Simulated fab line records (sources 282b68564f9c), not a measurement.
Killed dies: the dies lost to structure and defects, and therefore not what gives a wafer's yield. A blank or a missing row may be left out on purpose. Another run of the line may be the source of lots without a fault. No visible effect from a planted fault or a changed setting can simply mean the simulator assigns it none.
fab line records + flow ritCmos
[record]
- lots = 15
- wafers = 45
- lastDay = 7
route steps=202 shown M1@184
lots that met no fault: taken from a fault-free run of the same line
startH: hours from the record's first day to the start of the lot's first wafer shown + waitH: hours since the lot's step before + " as in the row above + L1.1+2: a single row standing in for several wafers + - no value, or no start given + * or withheld: withheld + < > ~ a bound
route shown NAME@n: NAME is a module with steps in the file, n the number in the route of the first one + usual: average and standard deviation across the fault-free wafers + same: alike in all rows + chamber/n: place in a boat + sites: each site's reading + _std_site: how widely they spread, as a standard deviation + _edge_site: outer sites' mean less inner sites' + radiusMm: for every site, how far away it sits from the centre of the wafer + mask NAME#n: copy n + behind: the most recent tool/chamber to have shaped the wafer + hold: the reason the lot was held/the length of the hold in hours/how it ended + device: names the non-switching transistor (n, p or np) + end of line: the tests these same wafers got at the end of their route + for a step that has no rows: nothing shown but its recipe + killed: not the wafer's yield, but the dies lost to structure and defects at the first sort + map: per-die view of a wafer (x killed, . not killed, _ where there is no die)
set.NAME: the run value of the setting; set.NAME@STEP: its run value at that earlier step + model.NAME: the simulator's own value behind a step, which no gauge read
the route's steps for a sample of lots (tables are steps, rows are wafers)
services: from which hour (startH, from the record's first day; less than 0 if before it) a tool's chamber was out of use, for how many hours, and why
[[steps]]
[step RIT_M1_SPUTTER_00]
[recipe]
- material = Al
- targetThkNm = 400
- powerW = 2000
- chamberPressurePa = 0.4
- gas = Ar
- timeS = 500
- substrateTempC = 25
[usual]
- throttleValvePct = 29.4/0.87
| lot.wafer | tool          | chamber | startH | waitH | throttleValvePct |
|-----------|---------------|---------|--------|-------|------------------|
| L972.1    | pvdSputter-01 | -       | 57.57  | 0.0   | 30.0             |
| L972.2    | "             | -       | "      | "     | 28.4             |
| L972.3    | "             | -       | "      | "     | 30.3             |
| L973.1    | pvdSputter-02 | -       | 68.18  | 0.0   | 29.4             |
| L973.4    | "             | -       | "      | "     | 29.7             |
| L973.5    | "             | -       | "      | "     | 27.5             |
| L974.2    | pvdSputter-01 | -       | 71.74  | 0.0   | 28.6             |
| L974.4    | "             | -       | "      | "     | 29.7             |
| L974.6    | "             | -       | "      | "     | 29.9             |
| L974.2    | pvdSputter-01 | -       | 72.20  | 0.3   | 28.5             |
| L974.4    | "             | -       | "      | "     | 30.0             |
| L974.6    | "             | -       | "      | "     | 29.9             |
| L975.2    | pvdSputter-02 | -       | 74.67  | 0.0   | 29.6             |
| L975.3    | "             | -       | "      | "     | 29.5             |
| L975.6    | "             | -       | "      | "     | 29.1             |
| L979.2    | pvdSputter-02 | -       | 96.56  | 0.0   | 27.1             |
| L979.3    | "             | -       | "      | "     | 29.2             |
| L979.5    | "             | -       | "      | "     | 29.3             |
| L979.2    | pvdSputter-02 | -       | 97.03  | 0.3   | 27.4             |
| L979.3    | "             | -       | "      | "     | 29.6             |
| L979.5    | "             | -       | "      | "     | 29.4             |
| L985.2    | pvdSputter-02 | -       | 122.93 | 0.0   | 29.8             |
| L985.3    | "             | -       | "      | "     | 29.4             |
| L985.5    | "             | -       | "      | "     | 27.2             |
| L985.2    | pvdSputter-02 | -       | 123.40 | 0.3   | 29.8             |
| L985.3    | "             | -       | "      | "     | 29.2             |
| L985.5    | "             | -       | "      | "     | 27.5             |
| L986.1    | pvdSputter-01 | -       | 129.31 | 0.0   | 30.2             |
| L986.2    | "             | -       | "      | "     | 30.0             |
| L986.3    | "             | -       | "      | "     | 28.2             |
| L988.2    | pvdSputter-04 | -       | 134.79 | 0.0   | 30.9             |
| L988.4    | "             | -       | "      | "     | 30.3             |
| L988.5    | "             | -       | "      | "     | 30.2             |
| L989.3    | pvdSputter-01 | -       | 143.89 | 0.0   | 30.2             |
| L989.5    | "             | -       | "      | "     | 29.7             |
| L989.6    | "             | -       | "      | "     | 28.5             |
| L990.1    | pvdSputter-02 | -       | 150.07 | 0.0   | 29.2             |
| L990.2    | "             | -       | "      | "     | 29.7             |
| L990.5    | "             | -       | "      | "     | 29.6             |
| L991.1    | pvdSputter-01 | -       | 153.44 | 0.0   | 29.8             |
| L991.2    | "             | -       | "      | "     | 28.7             |
| L991.4    | "             | -       | "      | "     | 30.0             |
| L992.2    | pvdSputter-02 | -       | 160.27 | 0.0   | 29.7             |
| L992.3    | "             | -       | "      | "     | 29.4             |
| L992.5    | "             | -       | "      | "     | 27.4             |
| L993.1    | pvdSputter-01 | -       | 164.40 | 0.0   | 29.8             |
| L993.3    | "             | -       | "      | "     | 28.6             |
| L993.6    | "             | -       | "      | "     | 29.8             |
| L994.3    | pvdSputter-01 | -       | 168.69 | 0.0   | 29.8             |
| L994.5    | "             | -       | "      | "     | 30.2             |
| L994.6    | "             | -       | "      | "     | 30.3             |
| L995.1    | pvdSputter-04 | -       | 169.67 | 0.0   | 30.2             |
| L995.2    | "             | -       | "      | "     | 30.5             |
| L995.4    | "             | -       | "      | "     | 29.6             |
[step RIT_M1_RS_MEAS_01]
[recipe]
- thkMeasGauge = four-point-probe
- reads = Al_of_M1_SPUTTER_00
[usual]
- M1_AL_RS = 0.0736/0.00056
| lot.wafer | tool         | chamber | startH | waitH | M1_AL_RS[ohm/sq] |
|-----------|--------------|---------|--------|-------|------------------|
| L972.1    | filmMetro-03 | -       | 57.87  | 0.1   | 0.0736           |
| L972.2    | "            | -       | "      | "     | 0.0737           |
| L972.3    | "            | -       | "      | "     | 0.0742           |
| L973.1    | filmMetro-01 | -       | 68.48  | 0.1   | 0.0736           |
| L973.4    | "            | -       | "      | "     | 0.0737           |
| L973.5    | "            | -       | "      | "     | 0.0735           |
| L974.2    | filmMetro-03 | -       | 72.51  | 0.2   | 0.0366           |
| L974.4    | "            | -       | "      | "     | 0.0365           |
| L974.6    | "            | -       | "      | "     | 0.0364           |
| L975.2    | filmMetro-02 | -       | 74.98  | 0.2   | 0.0734           |
| L975.3    | "            | -       | "      | "     | 0.0733           |
| L975.6    | "            | -       | "      | "     | 0.0733           |
| L979.2    | filmMetro-02 | -       | 97.42  | 0.2   | 0.0365           |
| L979.3    | "            | -       | "      | "     | 0.0363           |
| L979.5    | "            | -       | "      | "     | 0.0365           |
| L985.2    | filmMetro-01 | -       | 123.71 | 0.2   | 0.0357           |
| L985.3    | "            | -       | "      | "     | 0.0361           |
| L985.5    | "            | -       | "      | "     | 0.0359           |
| L986.1    | filmMetro-01 | -       | 129.61 | 0.1   | 0.0749           |
| L986.2    | "            | -       | "      | "     | 0.0746           |
| L986.3    | "            | -       | "      | "     | 0.0748           |
| L988.2    | filmMetro-03 | -       | 135.10 | 0.2   | 0.0735           |
| L988.4    | "            | -       | "      | "     | 0.0738           |
| L988.5    | "            | -       | "      | "     | 0.0735           |
| L989.3    | filmMetro-02 | -       | 144.22 | 0.2   | 0.0727           |
| L989.5    | "            | -       | "      | "     | 0.0729           |
| L989.6    | "            | -       | "      | "     | 0.0734           |
| L990.1    | filmMetro-01 | -       | 150.36 | 0.1   | 0.0741           |
| L990.2    | "            | -       | "      | "     | 0.0733           |
| L990.5    | "            | -       | "      | "     | 0.0738           |
| L991.1    | filmMetro-02 | -       | 153.73 | 0.1   | 0.0736           |
| L991.2    | "            | -       | "      | "     | 0.0739           |
| L991.4    | "            | -       | "      | "     | 0.0742           |
| L992.2    | filmMetro-02 | -       | 160.59 | 0.2   | 0.0734           |
| L992.3    | "            | -       | "      | "     | 0.0723           |
| L992.5    | "            | -       | "      | "     | 0.0727           |
| L993.1    | filmMetro-02 | -       | 164.69 | 0.1   | 0.0735           |
| L993.3    | "            | -       | "      | "     | 0.0737           |
| L993.6    | "            | -       | "      | "     | 0.0735           |
| L994.3    | filmMetro-03 | -       | 169.02 | 0.2   | 0.0729           |
| L994.5    | "            | -       | "      | "     | 0.0737           |
| L994.6    | "            | -       | "      | "     | 0.0726           |
| L995.1    | filmMetro-03 | -       | 169.96 | 0.1   | 0.0741           |
| L995.2    | "            | -       | "      | "     | 0.0737           |
| L995.4    | "            | -       | "      | "     | 0.0741           |
[step RIT_M1_THK_MEAS_02]
[recipe]
- thkMeasGauge = xrf
- reads = Al_of_M1_SPUTTER_00
[usual]
- M1_AL_THK = 409/4.1
| lot.wafer | tool         | chamber | startH | waitH | M1_AL_THK[nm] |
|-----------|--------------|---------|--------|-------|---------------|
| L972.1    | filmMetro-03 | -       | 57.99  | 0.1   | 407           |
| L972.2    | "            | -       | "      | "     | 407           |
| L972.3    | "            | -       | "      | "     | 405           |
| L973.1    | filmMetro-01 | -       | 68.60  | 0.1   | 409           |
| L973.4    | "            | -       | "      | "     | 406           |
| L973.5    | "            | -       | "      | "     | 411           |
| L974.2    | filmMetro-03 | -       | 72.62  | 0.1   | 806           |
| L974.4    | "            | -       | "      | "     | 810           |
| L974.6    | "            | -       | "      | "     | 819           |
| L975.2    | filmMetro-02 | -       | 75.09  | 0.1   | 414           |
| L975.3    | "            | -       | "      | "     | 415           |
| L975.6    | "            | -       | "      | "     | 415           |
| L979.2    | filmMetro-02 | -       | 97.53  | 0.1   | 822           |
| L979.3    | "            | -       | "      | "     | 829           |
| L979.5    | "            | -       | "      | "     | 826           |
| L985.2    | filmMetro-01 | -       | 123.82 | 0.1   | 834           |
| L985.3    | "            | -       | "      | "     | 829           |
| L985.5    | "            | -       | "      | "     | 833           |
| L986.1    | filmMetro-01 | -       | 129.73 | 0.1   | 402           |
| L986.2    | "            | -       | "      | "     | 406           |
| L986.3    | "            | -       | "      | "     | 402           |
| L988.2    | filmMetro-03 | -       | 135.21 | 0.1   | 411           |
| L988.4    | "            | -       | "      | "     | 405           |
| L988.5    | "            | -       | "      | "     | 409           |
| L989.3    | filmMetro-02 | -       | 144.32 | 0.1   | 411           |
| L989.5    | "            | -       | "      | "     | 411           |
| L989.6    | "            | -       | "      | "     | 410           |
| L990.1    | filmMetro-01 | -       | 150.48 | 0.1   | 412           |
| L990.2    | "            | -       | "      | "     | 414           |
| L990.5    | "            | -       | "      | "     | 411           |
| L991.1    | filmMetro-02 | -       | 153.85 | 0.1   | 408           |
| L991.2    | "            | -       | "      | "     | 404           |
| L991.4    | "            | -       | "      | "     | 405           |
| L992.2    | filmMetro-02 | -       | 160.70 | 0.1   | 410           |
| L992.3    | "            | -       | "      | "     | 413           |
| L992.5    | "            | -       | "      | "     | 412           |
| L993.1    | filmMetro-02 | -       | 164.81 | 0.1   | 408           |
| L993.3    | "            | -       | "      | "     | 408           |
| L993.6    | "            | -       | "      | "     | 409           |
| L994.3    | filmMetro-03 | -       | 169.12 | 0.1   | 409           |
| L994.5    | "            | -       | "      | "     | 406           |
| L994.6    | "            | -       | "      | "     | 412           |
| L995.1    | filmMetro-03 | -       | 170.08 | 0.1   | 400           |
| L995.2    | "            | -       | "      | "     | 406           |
| L995.4    | "            | -       | "      | "     | 402           |
[step RIT_M1_PROBE_99]
[usual]
- defectLimitedYield = 97.4/1.1
- killed_at_M0_to_M3 = 0.0/0.083
- killedAtContacts = 0.1/0.31
- killedAtFrontEnd = 7/3
- killedDies = 7/3
- killedOnRim = 1.8/1.2
- killedOpen = 3.2/1.9
- killedShort = 3.6/2.2
- sort_bin_3_pad_short = 0.1/0.24
- sort_bin_5_function = 1.5/0.78
- sort_bin_6_memory = 1.0/0.66
- sortNPass = 257/3
- sortYieldPct = 97.4/1.1
[same]
- grossDies = 264
- killed_at_M4_up = 0
- killedAtBackSide = 0
- killedAtOther = 0
| lot.wafer | tool      | chamber | startH | waitH | defectLimitedYield[%] | killed_at_M0_to_M3 | killedAtContacts | killedAtFrontEnd | killedDies | killedOnRim | killedOpen | killedShort | sort_bin_3_pad_short[%] | sort_bin_5_function[%] | sort_bin_6_memory[%] | sortNPass | sortYieldPct[%] |
|-----------|-----------|---------|--------|-------|-----------------------|--------------------|------------------|------------------|------------|-------------|------------|-------------|-------------------------|------------------------|----------------------|-----------|-----------------|
| L972.1    | prober-02 | -       | 61.86  | 0.1   | 97.3                  | 0                  | 0                | 7                | 7          | 3           | 5          | 2           | 0.4                     | 0.8                    | 1.5                  | 257       | 97.3            |
| L972.2    | prober-02 | -       | 61.91  | 0.1   | 95.8                  | 0                  | 0                | 11               | 11         | 3           | 5          | 6           | 0.4                     | 1.9                    | 1.9                  | 253       | 95.8            |
| L972.3    | prober-02 | -       | 61.96  | 0.2   | 98.1                  | 0                  | 0                | 5                | 5          | 2           | 2          | 3           | 0                       | 1.1                    | 0.8                  | 259       | 98.1            |
| L973.1    | prober-01 | -       | 72.33  | 0.1   | 96.2                  | 0                  | 0                | 10               | 10         | 1           | 1          | 8           | 0.4                     | 1.5                    | 1.9                  | 254       | 96.2            |
| L973.4    | prober-01 | -       | 72.48  | 0.2   | 98.1                  | 0                  | 0                | 5                | 5          | 3           | 3          | 1           | 0.4                     | 1.1                    | 0.4                  | 259       | 98.1            |
| L973.5    | prober-01 | -       | 72.53  | 0.2   | 97.7                  | 0                  | 0                | 6                | 6          | 1           | 4          | 1           | 0                       | 1.9                    | 0.4                  | 258       | 97.7            |
| L974.2    | prober-02 | -       | 76.26  | 0.1   | 0                     | 258                | 0                | 6                | 264        | 70          | 2          | 4           | 0                       | 99.6                   | 0.4                  | 0         | 0               |
| L974.4    | prober-02 | -       | 76.36  | 0.2   | 0                     | 253                | 1                | 10               | 264        | 70          | 6          | 5           | 0                       | 97.7                   | 2.3                  | 0         | 0               |
| L974.6    | prober-02 | -       | 76.46  | 0.2   | 0                     | 258                | 0                | 6                | 264        | 70          | 4          | 2           | 0                       | 98.9                   | 1.1                  | 0         | 0               |
| L975.2    | prober-01 | -       | 79.02  | 0.1   | 97.0                  | 0                  | 0                | 8                | 8          | 2           | 6          | 2           | 0                       | 1.1                    | 1.9                  | 256       | 97.0            |
| L975.3    | prober-01 | -       | 79.07  | 0.2   | 95.5                  | 0                  | 0                | 12               | 12         | 4           | 7          | 5           | 0                       | 2.7                    | 1.9                  | 252       | 95.5            |
| L975.6    | prober-01 | -       | 79.22  | 0.2   | 96.6                  | 0                  | 0                | 9                | 9          | 4           | 2          | 7           | 0                       | 1.9                    | 1.5                  | 255       | 96.6            |
| L979.2    | prober-01 | -       | 101.88 | 0.1   | 0                     | 256                | 0                | 8                | 264        | 70          | 3          | 6           | 0                       | 97.7                   | 2.3                  | 0         | 0               |
| L979.3    | prober-01 | -       | 101.93 | 0.2   | 0                     | 259                | 0                | 5                | 264        | 70          | 5          | 0           | 0                       | 98.9                   | 1.1                  | 0         | 0               |
| L979.5    | prober-01 | -       | 102.03 | 0.2   | 0                     | 256                | 0                | 8                | 264        | 70          | 4          | 4           | 0                       | 99.6                   | 0.4                  | 0         | 0               |
| L985.2    | prober-01 | -       | 127.91 | 0.1   | 0                     | 254                | 0                | 10               | 264        | 70          | 5          | 5           | 0                       | 98.5                   | 1.5                  | 0         | 0               |
| L985.3    | prober-01 | -       | 127.96 | 0.2   | 0                     | 259                | 1                | 4                | 264        | 70          | 4          | 1           | 0                       | 98.9                   | 1.1                  | 0         | 0               |
| L985.5    | prober-01 | -       | 128.06 | 0.2   | 0                     | 258                | 0                | 6                | 264        | 70          | 4          | 2           | 0                       | 98.9                   | 1.1                  | 0         | 0               |
| L986.1    | prober-02 | -       | 133.79 | 0.1   | 97.0                  | 0                  | 0                | 8                | 8          | 0           | 2          | 6           | 0                       | 1.9                    | 1.1                  | 256       | 97.0            |
| L986.2    | prober-02 | -       | 133.84 | 0.1   | 97.3                  | 0                  | 0                | 7                | 7          | 2           | 3          | 4           | 0.8                     | 1.9                    | 0                    | 257       | 97.3            |
| L986.3    | prober-02 | -       | 133.89 | 0.2   | 96.2                  | 0                  | 1                | 9                | 10         | 1           | 4          | 6           | 0.4                     | 1.1                    | 2.3                  | 254       | 96.2            |
| L988.2    | prober-02 | -       | 139.04 | 0.1   | 96.2                  | 0                  | 1                | 9                | 10         | 4           | 2          | 8           | 0                       | 1.9                    | 1.9                  | 254       | 96.2            |
| L988.4    | prober-02 | -       | 139.14 | 0.2   | 96.2                  | 0                  | 0                | 10               | 10         | 3           | 7          | 3           | 0.4                     | 1.9                    | 1.5                  | 254       | 96.2            |
| L988.5    | prober-02 | -       | 139.19 | 0.2   | 95.5                  | 0                  | 0                | 12               | 12         | 3           | 4          | 8           | 0.8                     | 1.9                    | 1.9                  | 252       | 95.5            |
| L989.3    | prober-01 | -       | 148.02 | 0.2   | 97.0                  | 0                  | 0                | 8                | 8          | 2           | 3          | 5           | 0                       | 1.1                    | 1.9                  | 256       | 97.0            |
| L989.5    | prober-01 | -       | 148.12 | 0.2   | 98.9                  | 0                  | 0                | 3                | 3          | 2           | 0          | 3           | 0                       | 0.8                    | 0.4                  | 261       | 98.9            |
| L989.6    | prober-01 | -       | 148.17 | 0.2   | 96.6                  | 0                  | 0                | 9                | 9          | 2           | 4          | 5           | 0.8                     | 1.5                    | 1.1                  | 255       | 96.6            |
| L990.1    | prober-02 | -       | 154.26 | 0.1   | 97.0                  | 0                  | 0                | 8                | 8          | 3           | 5          | 3           | 0                       | 2.7                    | 0.4                  | 256       | 97.0            |
| L990.2    | prober-02 | -       | 154.31 | 0.1   | 95.1                  | 0                  | 0                | 13               | 13         | 4           | 9          | 4           | 0                       | 3.0                    | 1.9                  | 251       | 95.1            |
| L990.5    | prober-02 | -       | 154.46 | 0.2   | 97.0                  | 0                  | 0                | 8                | 8          | 0           | 3          | 5           | 0                       | 1.1                    | 1.9                  | 256       | 97.0            |
| L991.1    | prober-01 | -       | 157.46 | 0.1   | 97.0                  | 0                  | 0                | 8                | 8          | 2           | 3          | 5           | 0.4                     | 1.1                    | 1.5                  | 256       | 97.0            |
| L991.2    | prober-01 | -       | 157.51 | 0.1   | 98.9                  | 0                  | 0                | 3                | 3          | 1           | 2          | 1           | 0                       | 1.1                    | 0                    | 261       | 98.9            |
| L991.4    | prober-01 | -       | 157.61 | 0.2   | 97.7                  | 0                  | 0                | 6                | 6          | 0           | 6          | 0           | 0                       | 1.5                    | 0.8                  | 258       | 97.7            |
| L992.2    | prober-02 | -       | 164.46 | 0.1   | 98.9                  | 0                  | 0                | 3                | 3          | 2           | 2          | 1           | 0                       | 0                      | 1.1                  | 261       | 98.9            |
| L992.3    | prober-02 | -       | 164.51 | 0.2   | 98.1                  | 0                  | 0                | 5                | 5          | 2           | 3          | 2           | 0                       | 1.5                    | 0.4                  | 259       | 98.1            |
| L992.5    | prober-02 | -       | 164.61 | 0.2   | 98.5                  | 0                  | 0                | 4                | 4          | 2           | 2          | 2           | 0                       | 0.4                    | 1.1                  | 260       | 98.5            |
| L993.1    | prober-01 | -       | 168.44 | 0.1   | 96.6                  | 0                  | 1                | 8                | 9          | 2           | 3          | 6           | 0                       | 2.7                    | 0.8                  | 255       | 96.6            |
| L993.3    | prober-01 | -       | 168.54 | 0.2   | 94.3                  | 0                  | 0                | 15               | 15         | 3           | 6          | 9           | 0                       | 3.0                    | 2.7                  | 249       | 94.3            |
| L993.6    | prober-01 | -       | 168.69 | 0.2   | 97.7                  | 0                  | 1                | 5                | 6          | 1           | 1          | 5           | 0                       | 1.9                    | 0.4                  | 258       | 97.7            |
| L994.3    | prober-02 | -       | 172.82 | 0.2   | 97.7                  | 0                  | 0                | 6                | 6          | 2           | 2          | 4           | 0                       | 0.8                    | 1.5                  | 258       | 97.7            |
| L994.5    | prober-02 | -       | 172.92 | 0.2   | 98.1                  | 0                  | 0                | 5                | 5          | 1           | 2          | 3           | 0                       | 0.8                    | 1.1                  | 259       | 98.1            |
| L994.6    | prober-02 | -       | 172.97 | 0.2   | 98.1                  | 0                  | 0                | 5                | 5          | 3           | 3          | 2           | 0                       | 1.5                    | 0.4                  | 259       | 98.1            |
| L995.1    | prober-01 | -       | 174.22 | 0.1   | 97.0                  | 0                  | 0                | 8                | 8          | 3           | 5          | 3           | 0                       | 2.3                    | 0.8                  | 256       | 97.0            |
| L995.2    | prober-01 | -       | 174.27 | 0.1   | 98.5                  | 0                  | 0                | 4                | 4          | 3           | 2          | 2           | 0                       | 0                      | 1.5                  | 260       | 98.5            |
| L995.4    | prober-01 | -       | 174.37 | 0.2   | 98.9                  | 0                  | 0                | 3                | 3          | 0           | 2          | 1           | 0                       | 0.8                    | 0.4                  | 261       | 98.9            |
// killed by level:class
L972.1 REOX:geometricParticle:open=2 REOX:geometricParticle:short=2 GATE:geometricParticle:open=1 SPACER:geometricParticle:open=1 SILICIDE:geometricParticle:open=1
L972.2 GATE:geometricParticle:short=2 REOX:geometricParticle:short=2 SPACER:geometricParticle:short=2 FOX1:geometricParticle:open=1 GATE:geometricParticle:open=1 REOX:geometricParticle:open=1 SPACER:geometricParticle:open=1 SILICIDE:geometricParticle:open=1
L972.3 FOX1:geometricParticle:short=2 GATE:geometricParticle:open=1 REOX:geometricParticle:short=1 SPACER:geometricParticle:open=1
L973.1 SILICIDE:geometricParticle:short=4 GATE:geometricParticle:short=3 SPACER:geometricParticle:short=1 SILICIDE:geometricParticle:open=1 PWELL:coatMicrobubblePrinted=1
L973.4 REOX:geometricParticle:open=1 SPACER:geometricParticle:open=1 SILICIDE:geometricParticle:open=1 SILICIDE:geometricParticle:short=1 PSD:coatMicrobubblePrinted=1
L973.5 SPACER:geometricParticle:open=2 GATE:geometricParticle:open=1 GATE:geometricParticle:short=1 REOX:geometricParticle:open=1 PSD:coatMicrobubblePrinted=1
L974.2 M1:areaEtch=258 GATE:geometricParticle:short=2 FOX1:geometricParticle:open=1 FOX1:geometricParticle:short=1 SPACER:geometricParticle:short=1 SPACER:geometricParticle:open=1
L974.4 M1:areaEtch=253 FOX2:geometricParticle:short=2 GATE:geometricParticle:short=2 REOX:geometricParticle:open=2 SPACER:geometricParticle:open=2 FOX2:geometricParticle:open=1 GATE:geometricParticle:open=1 CONTACT:geometricParticle:short=1
L974.6 M1:areaEtch=258 SPACER:geometricParticle:open=2 FOX2:geometricParticle:open=1 GATE:geometricParticle:open=1 GATE:geometricParticle:short=1 SPACER:geometricParticle:short=1
L975.2 GATE:geometricParticle:open=2 GATE:geometricParticle:short=2 SILICIDE:geometricParticle:open=2 FOX2:geometricParticle:open=1 SPACER:geometricParticle:open=1
L975.3 GATE:geometricParticle:short=2 REOX:geometricParticle:open=2 SPACER:geometricParticle:open=2 SPACER:geometricParticle:short=2 SILICIDE:geometricParticle:open=2 GATE:geometricParticle:open=1 REOX:geometricParticle:short=1
L975.6 GATE:geometricParticle:short=5 ACTIVE:geometricParticle:short=1 FOX1:geometricParticle:open=1 SILICIDE:geometricParticle:short=1 SILICIDE:geometricParticle:open=1
L979.2 M1:areaEtch=255 FOX1:geometricParticle:open=2 GATE:geometricParticle:short=2 FOX1:geometricParticle:short=1 FOX2:geometricParticle:short=1 REOX:geometricParticle:open=1 SILICIDE:geometricParticle:short=1 M1:geometricParticle:short=1
L979.3 M1:areaEtch=259 FOX1:geometricParticle:open=2 FOX2:geometricParticle:open=1 GATE:geometricParticle:open=1 SPACER:geometricParticle:open=1
L979.5 M1:areaEtch=256 REOX:geometricParticle:short=3 REOX:geometricParticle:open=3 FOX1:geometricParticle:short=1 GATE:geometricParticle:open=1
L985.2 M1:areaEtch=254 SILICIDE:geometricParticle:open=3 SILICIDE:geometricParticle:short=2 FOX2:geometricParticle:open=1 FOX2:geometricParticle:short=1 GATE:geometricParticle:short=1 REOX:geometricParticle:open=1 REOX:geometricParticle:short=1
L985.3 M1:areaEtch=259 GATE:geometricParticle:open=2 REOX:geometricParticle:open=1 SILICIDE:geometricParticle:open=1 CONTACT:geometricParticle:short=1
L985.5 M1:areaEtch=258 GATE:geometricParticle:open=2 GATE:geometricParticle:short=2 REOX:geometricParticle:open=1 SILICIDE:geometricParticle:open=1
L986.1 GATE:geometricParticle:short=4 GATE:geometricParticle:open=2 SPACER:geometricParticle:short=1 SILICIDE:geometricParticle:short=1
L986.2 SPACER:geometricParticle:short=2 SPACER:geometricParticle:open=2 FOX1:geometricParticle:open=1 FOX2:geometricParticle:short=1 GATE:geometricParticle:short=1
L986.3 REOX:geometricParticle:open=3 FOX1:geometricParticle:short=2 GATE:geometricParticle:open=1 GATE:geometricParticle:short=1 SPACER:geometricParticle:short=1 SILICIDE:geometricParticle:short=1 CONTACT:geometricParticle:short=1
L988.2 GATE:geometricParticle:short=3 FOX1:geometricParticle:short=2 FOX2:geometricParticle:short=1 REOX:geometricParticle:open=1 SPACER:geometricParticle:open=1 SILICIDE:geometricParticle:short=1 CONTACT:geometricParticle:short=1
L988.4 GATE:geometricParticle:open=2 GATE:geometricParticle:short=2 SPACER:geometricParticle:open=2 SILICIDE:geometricParticle:open=2 FOX1:geometricParticle:open=1 SILICIDE:geometricParticle:short=1
L988.5 GATE:geometricParticle:short=5 FOX1:geometricParticle:short=2 GATE:geometricParticle:open=2 REOX:geometricParticle:open=1 SPACER:geometricParticle:short=1 SILICIDE:geometricParticle:open=1
L989.3 GATE:geometricParticle:short=3 FOX1:geometricParticle:open=1 FOX2:geometricParticle:open=1 GATE:geometricParticle:open=1 REOX:geometricParticle:short=1 SILICIDE:geometricParticle:short=1
L989.5 FOX1:geometricParticle:short=1 FOX2:geometricParticle:short=1 REOX:geometricParticle:short=1
L989.6 GATE:geometricParticle:short=3 REOX:geometricParticle:open=2 FOX1:geometricParticle:short=1 FOX2:geometricParticle:open=1 GATE:geometricParticle:open=1 REOX:geometricParticle:short=1
L990.1 FOX1:geometricParticle:open=4 FOX1:geometricParticle:short=1 FOX2:geometricParticle:short=1 GATE:geometricParticle:open=1 SPACER:geometricParticle:short=1
L990.2 GATE:geometricParticle:open=6 FOX2:geometricParticle:short=2 GATE:geometricParticle:short=2 REOX:geometricParticle:open=2 FOX1:geometricParticle:open=1
L990.5 GATE:geometricParticle:short=4 FOX2:geometricParticle:open=1 GATE:geometricParticle:open=1 SPACER:geometricParticle:open=1 SPACER:geometricParticle:short=1
L991.1 GATE:geometricParticle:short=3 FOX1:geometricParticle:short=2 FOX1:geometricParticle:open=2 GATE:geometricParticle:open=1
L991.2 FOX2:geometricParticle:open=1 GATE:geometricParticle:open=1 SILICIDE:geometricParticle:short=1
L991.4 SILICIDE:geometricParticle:open=3 FOX2:geometricParticle:open=2 GATE:geometricParticle:open=1
L992.2 GATE:geometricParticle:open=1 REOX:geometricParticle:short=1 REOX:geometricParticle:open=1
L992.3 FOX1:geometricParticle:open=1 FOX2:geometricParticle:short=1 REOX:geometricParticle:short=1 SPACER:geometricParticle:open=1 SILICIDE:geometricParticle:open=1
L992.5 GATE:geometricParticle:open=1 GATE:geometricParticle:short=1 REOX:geometricParticle:short=1 REOX:geometricParticle:open=1
L993.1 SPACER:geometricParticle:short=3 GATE:geometricParticle:open=2 GATE:geometricParticle:short=1 REOX:geometricParticle:open=1 SILICIDE:geometricParticle:short=1 CONTACT:geometricParticle:short=1
L993.3 GATE:geometricParticle:short=4 GATE:geometricParticle:open=3 SPACER:geometricParticle:open=2 SPACER:geometricParticle:short=2 ACTIVE:geometricParticle:short=1 FOX1:geometricParticle:open=1 FOX2:geometricParticle:short=1 REOX:geometricParticle:short=1
L993.6 GATE:geometricParticle:short=2 SPACER:geometricParticle:short=2 SPACER:geometricParticle:open=1 CONTACT:geometricParticle:short=1
L994.3 FOX1:geometricParticle:short=3 FOX1:geometricParticle:open=1 SPACER:geometricParticle:open=1 SPACER:geometricParticle:short=1
L994.5 GATE:geometricParticle:short=2 GATE:geometricParticle:open=1 SPACER:geometricParticle:open=1 SPACER:geometricParticle:short=1
L994.6 GATE:geometricParticle:open=2 FOX2:geometricParticle:open=1 SPACER:geometricParticle:short=1 SILICIDE:geometricParticle:short=1
L995.1 GATE:geometricParticle:short=2 GATE:geometricParticle:open=2 FOX1:geometricParticle:open=1 FOX2:geometricParticle:open=1 REOX:geometricParticle:short=1 REOX:geometricParticle:open=1
L995.2 FOX1:geometricParticle:short=1 GATE:geometricParticle:open=1 REOX:geometricParticle:short=1 SPACER:geometricParticle:open=1
L995.4 REOX:geometricParticle:open=1 REOX:geometricParticle:short=1 SPACER:geometricParticle:open=1
[[services]]
| tool          | chamber | startH | hours | kind   |
|---------------|---------|--------|-------|--------|
| pvdSputter-04 | -       | 58.31  | 7.3   | repair |
| pvdSputter-04 | -       | 106.93 | 5.1   | repair |
| pvdSputter-04 | -       | 143.46 | 11.7  | repair |
[[key]]
[firstSign]
- step = RIT_M1_SPUTTER_00
- reading = visit
- direction = added
[effect]
- step = RIT_M1_RS_MEAS_01
- reading = M1_AL_RS
- direction = down
- sigmas = 67
- usual = 0.0736
- struck = 0.0363
[effect]
- step = RIT_M1_THK_MEAS_02
- reading = M1_AL_THK
- direction = up
- sigmas = 99+
- usual = 409
- struck = 823
[effect]
- step = RIT_M1_PROBE_99
- reading = killed_at_M0_to_M3
- direction = up
- sigmas = 99+
- usual = 0.0
- struck = 256.8
[moreKillsBornAt]
- RIT_M1_METAL_ETCH_12@rieMetal-02 = 1541
- RIT_M1_METAL_ETCH_12@rieMetal-01 = 769
metAt RIT_M1_SPUTTER_00
struckLots L974,L979,L985
laterRowsLeftOut L974.2,L974.4,L974.6,L979.2,L979.3,L979.5,L985.2,L985.3,L985.5
[fault]
- kind = repeatedStepWhole
- tool = pvdSputter-01,pvdSputter-02,pvdSputter-04
- chamber = -
- onsetH = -
- steps = RIT_M1_SPUTTER_00
- times = 1
- scope = struckLotsOnly
// laterRowsLeftOut: the simulator's readings of these wafers behind a module that went badly wrong aren't trusted and aren't shown, but for the sort
